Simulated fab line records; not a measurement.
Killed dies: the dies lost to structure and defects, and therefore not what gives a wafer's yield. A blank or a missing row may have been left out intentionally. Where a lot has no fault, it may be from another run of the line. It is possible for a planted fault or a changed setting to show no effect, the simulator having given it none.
One fault through the eyes of 2 desks + flow rit cmos + only its own numbers are on each desk; what lay behind them is given at the end

## THE TOOL OWNER'S DESK: furnace-02
The tool's own readings at RIT_ACTIVE_OXIDATION_01 (target thk 46.8 nm, ox time 3513 s): means of the sampled wafers that have a number, for each lot that ran on this tool. If a lot's mean is further than 4 standard deviations from the usual mean, the lot is out of limits and carries the mark OUT (the distance appears in the brackets).
Columns: A = zone power source pct at RIT_ACTIVE_OXIDATION_01, usual 30.8 %
| lot  | first seen here | A    |
|------|-----------------|------|
| L272 | day 1 10:07     | 30.8 |
| L273 | day 1 15:07     | 30.4 |
| L282 | day 3 12:07     | 30.7 |
| L284 | day 3 22:07     | 30.4 |
| L289 | day 4 23:07     | 30.5 |
| L290 | day 5 04:17     | 30.7 |
Result from this desk: across the 6 lots, nothing is out of limits.

## FROM THE METROLOGY DESK
What the gauges read for every lot (on any tool): the sampled wafers with a number, averaged. If a lot's mean is further than 4 standard deviations from the usual mean, the lot is out of limits and carries the mark OUT (the distance appears in the brackets).
Columns: A = ACTIVE_OXIDE_THK at RIT_ACTIVE_THK_MEAS_02, usual 48.1 nm; B = PRETRO_OVL at RIT_PRETRO_OVL_MEAS_06, usual 0.3 nm
| lot  | first seen here | A               | B    |
|------|-----------------|-----------------|------|
| L272 | day 1 12:04     | 48.6            | -0.2 |
| L273 | day 1 17:03     | 48.7            | 0.6  |
| L274 | day 1 22:03     | 47.6            | -0.7 |
| L275 | day 2 03:28     | 47.5            | -0.9 |
| L277 | day 2 13:04     | 49.3            | -0.1 |
| L279 | day 2 23:03     | 49.6            | 0.3  |
| L280 | day 3 05:12     | 48.0            | 0.8  |
| L282 | day 3 14:04     | 47.9            | -1.0 |
| L283 | day 3 19:05     | 49.5            | 0.1  |
| L284 | day 4 00:04     | 47.5            | 0.4  |
| L285 | day 4 05:04     | 48.5            | -0.2 |
| L289 | day 5 01:04     | 54.9 (+7.5) OUT | 1.0  |
| L290 | day 5 06:15     | 54.9 (+7.6) OUT | 0.1  |
| L292 | day 5 16:03     | 47.4            | -1.4 |
This desk's finding: out of limits on L289, L290; first on L289, day 5 01:04 (ACTIVE_OXIDE_THK at RIT_ACTIVE_THK_MEAS_02). Within limits: L272, L273, L274, L275, L277, L279, L280, L282, L283, L284, L285, L292.

## TAKEN TOGETHER
Metrology desk: alarm possible at day 5 01:04 on L289, L290.
The tool owner's desk saw nothing out of limits.
Tool owner's desk: L289, L290 on record, inside its limits.
The lots listed all ran RIT_ACTIVE_OXIDATION_01 on furnace-02.

## WHAT HAD BEEN PUT IN BY THE SIMULATOR
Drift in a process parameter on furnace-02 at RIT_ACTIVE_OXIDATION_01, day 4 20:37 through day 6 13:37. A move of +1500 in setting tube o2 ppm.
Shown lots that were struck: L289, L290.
Per desk, hours elapsed from the start of the fault to the first reading out of limits: for the metrology desk, 4.
